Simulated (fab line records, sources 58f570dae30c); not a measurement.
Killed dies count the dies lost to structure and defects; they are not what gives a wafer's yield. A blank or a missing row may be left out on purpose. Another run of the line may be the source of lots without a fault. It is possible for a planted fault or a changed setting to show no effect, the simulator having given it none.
8D (eight disciplines) problem report, filled in by code    flow berkeley cmos170    the parts of the form that need people (team, actions taken, sign-off) are left out

== 1. WHAT IS WRONG ==
Mean of bias w at UCB170_GATE_ETCH_15: 232.8 W across 6 wafers in 2 lots; on wafers with no fault it is 150.0 W (standard deviation 0.41). So: +99 or more standard deviations from the usual mean.
The step: etches poly-Si in HBr/Cl2, stops on SiO2, time 56.3 s, target depth 278.2 nm.
Seen first at day 10 02:56 on rie si-02, wafer L991.2. At this step, 18 wafers from 6 lots have a number in the record. The rule behind "out" and "out of limits": a value lying over 4 standard deviations away from the usual mean. All remaining wafers that have a number are taken as sound.

== 2. WHAT IT IS, WHAT IT ISN'T ==
question                     is                      is not
which readings at this step  bias w                  drypump motor current A, oes product au, throttle valve pct
which lots                   L990, L991              L971, L973, L976, L989
which wafers of those lots   all that have a number  -
read on which tools          rie si-02               rie si-01
when                         from day 10 02:56       up to then (12 sound wafers)

== 3. SUSPECTS, AND WHAT RULES EACH OUT ==
Counting: a tool at any process step up to the reading remains a suspect when it ran all the lots that are out and ran no sound lot after the first of those.
- rie si-02 at UCB170_GATE_ETCH_15 (etches poly-Si in HBr/Cl2, stops on SiO2, time 56.3 s, target depth 278.2 nm): kept. Every lot that is out went through it, starting with L991 (day 10 02:56), and after that it ran no sound lot; the last sound lot it ran before then is L971 (day 5 18:41). Its own readings are out on those wafers: bias w.
The count leaves rie si-02 at UCB170_GATE_ETCH_15.

== 4. THE CAUSE (what the simulator had put in) ==
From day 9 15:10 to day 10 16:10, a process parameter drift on rie si-02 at UCB170_GATE_ETCH_15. A move of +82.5 in setting bias w, from 150.
Counting left only this tool.

== 5. THE EFFECT CHAIN, in route order ==
One row per reading whose mean, taken over the struck wafers that have a number, lies over 3 standard deviations from the usual. Scope: only readings with a usual standard deviation given in the record; hours: median across lots of the time from each lot's start at the first step in this table that gives one to its start at this step; sigmas: change in usual standard deviations.
hours  step                 reading  usual    on struck wafers  change  sigmas
0      UCB170_GATE_ETCH_15  bias w   150.0 W  232.8             +82.8   +99 or more
Here are the process steps it includes:
- UCB170_GATE_ETCH_15: etches poly-Si in HBr/Cl2, stops on SiO2, time 56.3 s, target depth 278.2 nm.

== 6. HOW IT WOULD HAVE BEEN CAUGHT EARLIER ==
12 hours passed between the start of the fault at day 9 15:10 and the first reading out of limits in this record, taken at day 10 02:56.
